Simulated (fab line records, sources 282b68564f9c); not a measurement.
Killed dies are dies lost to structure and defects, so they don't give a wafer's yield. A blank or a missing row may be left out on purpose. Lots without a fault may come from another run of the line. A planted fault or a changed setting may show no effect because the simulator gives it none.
fab line records | flow rit_cmos
record lots=15 wafers=45 last_day=8
route steps=202 shown SILICIDE@165 M1@202
lots that met no fault: from a run of the same line without faults
start_h: hours from the record's first day to the start of the lot's first wafer shown | wait_h: hours since the lot's step before | " the same as in the row above | L1.1+2: a row that stands for several wafers | - no value, or no start given | * or withheld: withheld | < > ~ a bound
route shown NAME@n: a module of which the file shows steps, and the number in the route of the first | usual: mean/standard deviation of fault-free wafers | same: alike in all rows | chamber/n: place in a boat | sites: the reading at each site | _std_site: their standard deviation | _edge_site: outer sites' mean less inner sites' | radius_mm: how far each site lies from the wafer's centre | mask NAME#n: copy n | behind: the tool/chamber that last shaped the wafer | hold: why the lot was held/for how many hours/how that ended | device: the transistor (n, p or np) that didn't switch | end of line: the same wafers' tests at the end of the route | a step without rows: its recipe alone | killed: dies lost to structure and defects at the first sort, not the wafer's yield | map: a wafer's dies, x killed, . not, _ none there
set.NAME: the setting as run; set.NAME@STEP: as run at that earlier step | model.NAME: the simulator's own value behind a step, which no gauge read
steps of the route over a sample of lots; a table a step, a row a wafer
services: from which hour (start_h, from the record's first day; less than 0 if before it) a tool's chamber was out of use, for how many hours, and why
## steps
# step RIT_SILICIDE_RTA_04
# recipe temp_c=650 time_s=10 idle_temp_c=25 ramp_up_s=5 ramp_down_s=5 cool_to_c=25 ambient=N2
# usual anneal_temp_c_max=653.1/1.1 chamber_o2_ppm=1.997/0.02 wafer_temp_C_max=652.9/0.7
# columns lot.wafer tool chamber start_h wait_h anneal_temp_c_max chamber_o2_ppm wafer_temp_C_max
L993.1 rtp_anneal-02 0 53.25 0.1 653.3 2.028 652.6
L993.4 " 0 " " 654.3 2.001 652.8
L993.5 " 0 " " 654.5 2.029 652.7
L994.1 rtp_anneal-01 0 60.21 0.1 652.3 2.008 653.0
L994.2 " 0 " " 651.9 1.993 653.8
L994.4 " 0 " " 652.8 1.991 652.3
L995.2 rtp_anneal-02 0 65.85 0.1 654.8 1.956 652.9
L995.3 " 0 " " 654.2 1.982 652.2
L995.4 " 0 " " 654.8 1.962 653.0
L996.4 rtp_anneal-01 0 68.18 0.1 652.5 1.986 653.2
L996.5 " 0 " " 651.9 1.979 653.2
L996.6 " 0 " " 652.1 2.006 653.5
L997.1 rtp_anneal-02 0 72.84 0.1 655.5 1.996 653.2
L997.3 " 0 " " 654.3 2.021 652.5
L997.6 " 0 " " 654.6 1.993 652.1
L998.3 rtp_anneal-01 0 79.75 0.1 652.3 1.998 653.7
L998.4 " 0 " " 652.4 1.996 653.1
L998.5 " 0 " " 653.0 1.969 652.9
L999.3 rtp_anneal-02 0 83.63 0.1 653.2 1.970 651.9
L999.4 " 0 " " 654.8 1.969 653.1
L999.6 " 0 " " 653.8 1.984 652.8
L100.1 rtp_anneal-01 0 94.19 0.1 652.5 1.982 654.3
L100.2 " 0 " " 651.8 1.980 652.7
L100.5 " 0 " " 652.6 2.016 653.2
L100.1 rtp_anneal-01 0 94.43 0.2 653.1 1.971 653.2
L100.2 " 0 " " 652.3 2.003 653.2
L100.5 " 0 " " 652.2 1.999 652.5
L102.1 rtp_anneal-01 0 104.33 0.1 652.9 2.008 652.8
L102.5 " 0 " " 653.1 1.999 652.2
L102.6 " 0 " " 652.2 2.009 653.6
L102.1 rtp_anneal-01 0 104.61 0.3 653.5 2.019 653.3
L102.5 " 0 " " 652.8 2.037 653.2
L102.6 " 0 " " 652.6 2.023 652.8
L103.1 rtp_anneal-01 0 104.55 0.1 651.8 2.005 652.6
L103.4 " 0 " " 652.3 2.020 652.6
L103.6 " 0 " " 651.1 1.981 654.4
L103.1 rtp_anneal-01 0 104.78 0.2 653.3 2.011 652.9
L103.4 " 0 " " 652.2 2.023 653.5
L103.6 " 0 " " 652.8 1.992 653.4
L112.4 rtp_anneal-01 0 165.25 0.1 652.4 1.996 653.8
L112.5 " 0 " " 651.9 2.027 653.1
L112.6 " 0 " " 652.1 1.976 653.1
L113.2 rtp_anneal-01 0 165.45 0.1 652.1 2.000 654.2
L113.5 " 0 " " 650.9 1.968 654.1
L113.6 " 0 " " 652.1 2.014 653.0
L114.2 rtp_anneal-02 0 167.13 0.1 653.4 1.985 652.5
L114.4 " 0 " " 653.5 1.984 652.7
L114.6 " 0 " " 653.4 1.968 652.5
L116.1 rtp_anneal-01 0 170.86 0.1 652.5 1.964 652.7
L116.4 " 0 " " 651.8 1.964 653.5
L116.6 " 0 " " 652.7 2.021 653.7
L115.4 rtp_anneal-02 0 172.91 0.1 653.1 1.969 653.6
L115.5 " 0 " " 653.9 1.965 652.5
L115.6 " 0 " " 652.8 1.996 651.6
# step RIT_M1_PROBE_99
# usual killed_at_M0_to_M3=0.0/0.12 killed_at_contacts=0.1/0.23 killed_at_front_end=6.6/2.9 killed_dies=6.7/3 killed_open=3.5/2.1 killed_short=3.2/1.8
# same gross_dies=264 killed_at_M4_up=0 killed_at_back_side=0 killed_at_other=0
# columns lot.wafer tool chamber start_h wait_h killed_at_M0_to_M3 killed_at_contacts killed_at_front_end killed_dies killed_open killed_short
L100.1 prober-02 - 100.85 0.1 0 0 10 10 8 2
L100.2 prober-02 - 100.90 0.1 0 0 5 5 4 1
L100.5 prober-02 - 101.05 0.2 0 0 5 5 3 2
L102.1 prober-01 - 112.26 0.1 0 0 11 11 6 5
L102.5 prober-01 - 112.46 0.2 0 0 2 2 2 0
L102.6 prober-01 - 112.51 0.2 0 0 6 6 3 3
# killed by level:class
L100.1 GATE:geometric_particle:open=3 REOX:geometric_particle:open=3 ACTIVE:geometric_particle:open=1 FOX2:geometric_particle:open=1 GATE:geometric_particle:short=1 REOX:geometric_particle:short=1
L100.2 FOX2:geometric_particle:open=2 GATE:geometric_particle:open=1 SPACER:geometric_particle:open=1 SILICIDE:geometric_particle:short=1
L100.5 GATE:geometric_particle:open=3 FOX1:geometric_particle:short=1 SILICIDE:geometric_particle:short=1
L102.1 FOX1:geometric_particle:open=3 FOX1:geometric_particle:short=2 GATE:geometric_particle:short=2 GATE:geometric_particle:open=1 REOX:geometric_particle:open=1 SPACER:geometric_particle:open=1 SILICIDE:geometric_particle:short=1
L102.5 REOX:geometric_particle:open=2
L102.6 FOX1:geometric_particle:short=2 REOX:geometric_particle:open=2 GATE:geometric_particle:short=1 SPACER:geometric_particle:open=1
## services
# columns tool chamber start_h hours kind
rtp_anneal-01 - 96.00 3.4 pm
## key
first_sign step=RIT_SILICIDE_RTA_04 reading=visit direction=added
effect none on later readings
met_at RIT_SILICIDE_RTA_04
struck_lots L100,L102,L103
tester_left_out L100,L102,L103
fault kind=repeated_step_whole tool=rtp_anneal-01,rtp_anneal-02 chamber=- onset_h=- steps=RIT_SILICIDE_RTA_04 times=1 scope=struck_lots_only
# tester_left_out: of these lots the tester's yield and bins aren't shown, on N5 and GAA mostly nor the transistor test; their killed dies are dies lost to structure and defects alone, not to doping, threshold or leakage, so they don't give the yield
